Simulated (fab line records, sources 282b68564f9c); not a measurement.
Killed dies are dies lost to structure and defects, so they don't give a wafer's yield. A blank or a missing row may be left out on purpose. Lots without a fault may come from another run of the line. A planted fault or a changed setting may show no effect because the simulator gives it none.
Which tool did it? | flow rit_cmos | 14 lots, 42 wafers sampled, at 2 steps of a route of 202

WHAT THE GAUGES READ, wafer by wafer
RIT_NRETRO_TW_MEAS_10. Usual: NRETRO_TW 1058, standard deviation 9.5.
lot  | measured    | on            | NRETRO_TW      | flag
L583 | day 2 09:40 | film_metro-03 | 1053 1056 1057 |
L584 | day 2 14:50 | film_metro-02 | 1048 1044 1058 |
L585 | day 2 18:49 | film_metro-04 | 1074 1071 1075 |
L590 | day 3 20:24 | film_metro-03 | 1057 1060 1055 |
L592 | day 4 07:15 | film_metro-03 | 999 993 995    | OFF
L593 | day 4 10:31 | film_metro-04 | 1006 1003 1006 | OFF
L594 | day 4 14:54 | film_metro-03 | 1057 1058 1051 |
L595 | day 4 20:40 | film_metro-03 | 1055 1056 1058 |
L596 | day 4 23:13 | film_metro-04 | 1065 1070 1066 |
L597 | day 5 04:51 | film_metro-02 | 1057 1051 1051 |
L598 | day 5 11:01 | film_metro-02 | 1048 1052 1054 |
L601 | day 6 01:27 | film_metro-02 | 1051 1054 1054 |
L605 | day 6 21:48 | film_metro-04 | 1069 1072 1068 |
L606 | day 7 02:49 | film_metro-03 | 1070 1075 1067 |

WHICH TOOL RAN EACH LOT (tool, then ch and the chambers of the sampled wafers, then the start)
lot  | RIT_NRETRO_IMPLANT_08
L583 | implanter-04 ch 0, day 2 09:22
L584 | implanter-01 ch 0, day 2 14:31
L585 | implanter-04 ch 0, day 2 18:31
L590 | implanter-04 ch 0, day 3 20:05
L592 | implanter-01 ch 0, day 4 06:56
L593 | implanter-01 ch 0, day 4 10:13
L594 | implanter-04 ch 0, day 4 14:35
L595 | implanter-04 ch 0, day 4 20:20
L596 | implanter-04 ch 0, day 4 22:55
L597 | implanter-03 ch 0, day 5 04:32
L598 | implanter-04 ch 0, day 5 10:41
L601 | implanter-04 ch 0, day 6 01:08
L605 | implanter-03 ch 0, day 6 21:29
L606 | implanter-04 ch 0, day 7 02:30
- RIT_NRETRO_IMPLANT_08

WHAT THE TOOLS THEMSELVES READ (means of the sampled wafers that have a number; where no wafer has one, the mark that the record gives instead)
RIT_NRETRO_IMPLANT_08. Usual: beam_energy_keV 70.939, standard deviation 0.024; dose_ions_cm2 1.0002e+13, standard deviation 1e+10; faraday_current_uA 31.7, standard deviation 0.59.
lot  | tool         | beam_energy_keV | dose_ions_cm2 | faraday_current_uA | flag
L583 | implanter-04 | 70.907          | 1.0024e+13    | 31.8               |
L584 | implanter-01 | 70.918          | 9.9917e+12    | 31.5               |
L585 | implanter-04 | 70.952          | 1.0006e+13    | 31.7               |
L590 | implanter-04 | 70.947          | 1.0002e+13    | 31.7               |
L592 | implanter-01 | 70.935          | 8.3027e+12    | 26.3               | OFF
L593 | implanter-01 | 70.911          | 8.2960e+12    | 26.2               | OFF
L594 | implanter-04 | 70.946          | 1.0007e+13    | 31.8               |
L595 | implanter-04 | 70.961          | 9.9967e+12    | 31.5               |
L596 | implanter-04 | 70.935          | 1.0014e+13    | 31.6               |
L597 | implanter-03 | 70.945          | 1.0001e+13    | 31.6               |
L598 | implanter-04 | 70.944          | 1.0003e+13    | 31.7               |
L601 | implanter-04 | 70.917          | 1.0001e+13    | 31.7               |
L605 | implanter-03 | 70.968          | 9.9913e+12    | 31.8               |
L606 | implanter-04 | 70.934          | 9.9973e+12    | 31.9               |

THE ANSWER, worked out from the rows above alone
Rule: a lot is off if the mean of its wafers that have a number lies more than 3 standard deviations from the usual mean. A lot without any number at a reading at which 4 lots or more have one is off too. The other lots that the step has rows for count as sound. The gauges are gone through in route order, then the tools' own readings, and for those a lot's mean is taken as printed above. The first step at which some lot is off is used, and at that step the reading that is off furthest; a lot without a number counts as furthest.
Off: L592, L593, at RIT_NRETRO_TW_MEAS_10 (NRETRO_TW).
A tool fits if, at a process step before that reading, it ran every lot that is off, and no sound lot after the first of them. The gauges at RIT_NRETRO_TW_MEAS_10 aren't tried: what is off there is off at RIT_NRETRO_IMPLANT_08 too, on other tools, and a gauge's error can't cause that. One fits: implanter-01 at RIT_NRETRO_IMPLANT_08. Its last sound lot is L584 (day 2 14:31), its first lot that is off L592 (day 4 06:56): a fault that began between those two fits.
The tool's own readings at RIT_NRETRO_IMPLANT_08 bear it out: on the lots that are off they differ by more than 5 times the standard deviation of the sound lots' means. dose_ions_cm2 reads 8.2994e+12 there against 1.0003e+13 on the sound lots; faraday_current_uA reads 26.2 there against 31.7 on the sound lots.

WHAT THE SIMULATOR HAD PUT IN
Process parameter drift: implanter-01, from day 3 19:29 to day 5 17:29, at RIT_NRETRO_IMPLANT_08. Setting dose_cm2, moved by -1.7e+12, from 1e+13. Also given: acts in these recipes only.
Lots struck among those shown: L592, L593. The rule above found the same.
